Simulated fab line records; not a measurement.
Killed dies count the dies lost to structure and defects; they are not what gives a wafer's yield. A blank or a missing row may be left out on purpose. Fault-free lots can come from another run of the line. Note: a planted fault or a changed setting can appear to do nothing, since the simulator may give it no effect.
A struck lot beside a sound one ; flow berkeleyCmos170 ; 44 steps out of a route of 331
Sound: these wafers, L999.3, L999.4, L999.5. Wafers struck: L105.2, L105.4, L105.6. The cause is given at the end.
At each step with rows: each side's tool, then ch and its chambers, then its first start. Under that, the readings that differ: sound wafers ; struck wafers ; difference of the means ; sigmas: that difference in standard deviations of wafers without a fault.
alike: readings with means less than 2 such deviations apart, plus words and numbers identical on both sides. not compared: withheld readings, readings lacking a value on some wafer, bounds such as >300 that could conceal the same value, and numbers that have no deviation in the record and whose values overlap.
Wherever a step has rows on one side only, a row that says differs or no value, or a row with sigmas, the two part there. Numbers that don't overlap but have no deviation are shown without sigmas and don't part them. A reading that every wafer of one side lacks parts them only if that side has two wafers or more.

UCB170_GATE_ETCH_15: etches poly-Si in HBr/Cl2, stops on SiO2, time 56.3 s, target depth 278.2 nm.
  sound on rieSi-02 ch 0,2,3, day 6 16:12; struck on rieSi-01 ch 0,1,2, day 8 01:31
  alike: HBr_flow_sccm, biasW, drypumpMotorCurrentA, oesProductAu, throttleValvePct
  not compared: rfHoursCounterH
UCB170_GATE_STRIP_16: strips in O2.
  sound on plasmaAsher-02 ch 0,1, day 6 16:17; struck on plasmaAsher-03 ch 0,1, day 8 01:34
  alike: drypumpMotorCurrentA, oesProductAu
  not compared: rfHoursCounterH
UCB170_GATE_CD_MEAS_90 targets a cd of 350 nm.
  sound: cdSem-01 at day 6 16:26; struck: cdSem-01 at day 8 01:43
  alike: cdNm
then, 7 steps without rows for these wafers: UCB170_GATE_CLEAN_17 (cleans in SPM, time 600 s); UCB170_PLDD_HMDS_00 (prime time 60 s); UCB170_PLDD_COAT_01 (resist thk 900 nm); UCB170_PLDD_SOFTBAKE_02 (time 60 s); UCB170_PLDD_EXPOSE_03 (exposes mask PSELECT, target cd 1200 nm); UCB170_PLDD_PEB_04; UCB170_PLDD_DEVELOP_05 (develop time 45 s).
UCB170_PLDD_CD_MEAS_06 targets a cd of 1200 nm.
  sound: cdSem-02 at day 6 17:40; struck: cdSem-02 at day 8 04:52
  alike: cdNm
UCB170_PLDD_OVL_MEAS_07:
  sound: overlay-01 at day 6 17:46; struck: overlay-01 at day 8 04:59
  alike: PLDD_OVL
UCB170_PLDD_IMPLANT_08:
  sound on implanter-04 ch 0, day 6 17:50; struck on implanter-04 ch 0, day 8 05:02
reading;sound;struck;difference;sigmas
beamOnS (s);9.99 9.67 9.95;40.14 40.08 39.73;+30.11;+99 or more
doseIonsCm2;4.997e+13 5e+13 4.996e+13;2.5005e+14 2.5002e+14 2.4999e+14;+2.0004e+14;+99 or more
faradayCurrentUA;159 164 159;198 199 199;+38;+12
  alike: endStationPressureTorr, rotationDeg, tiltDeg
after that, 1 step had no rows for these wafers: UCB170_PLDD_IMPLANT_09.
UCB170_PLDD_STRIP_10: strips in O2.
  sound on plasmaAsher-04 ch 0,1, day 6 18:07; struck on plasmaAsher-03 ch 0,1, day 8 05:19
  alike: drypumpMotorCurrentA, oesProductAu, stripTimeToEndpointS
  not compared: rfHoursCounterH
UCB170_PLDD_TW_MEAS_11:
  sound: filmMetro-04 at day 6 18:12; struck: filmMetro-03 at day 8 05:25
reading;sound;struck;difference;sigmas
PLDD_TW;1017 1013 1005;1403 1400 1396;+388;+49
then, 7 steps without rows for these wafers: UCB170_PLDD_CLEAN_12 (cleans in SPM, time 600 s); UCB170_NLDD_HMDS_00 (prime time 60 s); UCB170_NLDD_COAT_01 (resist thk 900 nm); UCB170_NLDD_SOFTBAKE_02 (time 60 s); UCB170_NLDD_EXPOSE_03 (exposes mask NSELECT, target cd 1200 nm); UCB170_NLDD_PEB_04; UCB170_NLDD_DEVELOP_05 (develop time 45 s).
UCB170_NLDD_CD_MEAS_06 targets a cd of 1200 nm.
  sound: cdSem-01 at day 6 19:26; struck: cdSem-02 at day 8 08:17
  alike: cdNm
UCB170_NLDD_OVL_MEAS_07:
  sound: overlay-01 at day 6 19:31; struck: overlay-01 at day 8 08:23
  alike: NLDD_OVL
then, 2 steps without rows for these wafers: UCB170_NLDD_IMPLANT_08; UCB170_NLDD_IMPLANT_09.
UCB170_NLDD_STRIP_10: strips in O2.
  sound on plasmaAsher-04 ch 0,1, day 6 19:53; struck on plasmaAsher-04 ch 0,1, day 8 08:43
  alike: drypumpMotorCurrentA, oesProductAu, stripTimeToEndpointS
  not compared: rfHoursCounterH
UCB170_NLDD_TW_MEAS_11:
  sound: filmMetro-04 at day 6 19:58; struck: filmMetro-04 at day 8 08:50
  alike: NLDD_TW
then, 1 step without rows for these wafers: UCB170_NLDD_CLEAN_12 (cleans in SPM, time 600 s).
UCB170_SPACER_CVD_00: deposits SiO2 from TEOS/O2, target thk 376 nm, time 47 s.
  sound on pecvd-04 ch 0,1,2, day 6 20:11; struck on pecvd-03 ch 0,2, day 8 09:03
  alike: heaterPowerW
UCB170_SPACER_THK_MEAS_01:
  sound: filmMetro-04 at day 6 20:14; struck: filmMetro-03 at day 8 09:07
  alike: SPACER_TEOS_THK
then, 8 steps without rows for these wafers: UCB170_SPACER_ANNEAL_02 (time 1800 s); UCB170_SPACER_ETCHBACK_03 (etches SiO2 in CHF3/CF4/Ar, stops on Si, target depth 376 nm, time 100 s); UCB170_PSD_HMDS_00 (prime time 60 s); UCB170_PSD_COAT_01 (resist thk 900 nm); UCB170_PSD_SOFTBAKE_02 (time 60 s); UCB170_PSD_EXPOSE_03 (exposes mask PSELECT MOD, target cd 1200 nm); UCB170_PSD_PEB_04; UCB170_PSD_DEVELOP_05 (develop time 45 s).
UCB170_PSD_CD_MEAS_06 targets a cd of 1200 nm.
  sound: cdSem-02 at day 7 01:11; struck: cdSem-02 at day 8 18:26
  alike: cdNm
UCB170_PSD_OVL_MEAS_07:
  sound: overlay-01 at day 7 01:17; struck: overlay-02 at day 8 18:33
  alike: PSD_OVL
UCB170_SDANNEAL_RS_MEAS_04: measurement is done with a four-point probe.
  sound: filmMetro-03 at day 7 05:26; struck: filmMetro-03 at day 8 23:04
reading;sound;struck;difference;sigmas
PLDD_RS (ohm/sq);1037 1038 1039;460 461 461;-577;-99 or more
UCB170_M3_PROBE_99:
  rows exist in the record for the struck wafers here (prober-02, day 10 02:37), but not for the sound ones

WHERE THEY PART
First at UCB170_PLDD_IMPLANT_08; last, within this record, at UCB170_M3_PROBE_99.

WHY: what the simulator had put in
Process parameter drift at UCB170_PLDD_IMPLANT_08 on implanter-04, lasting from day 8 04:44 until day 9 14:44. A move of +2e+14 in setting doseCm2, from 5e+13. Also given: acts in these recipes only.
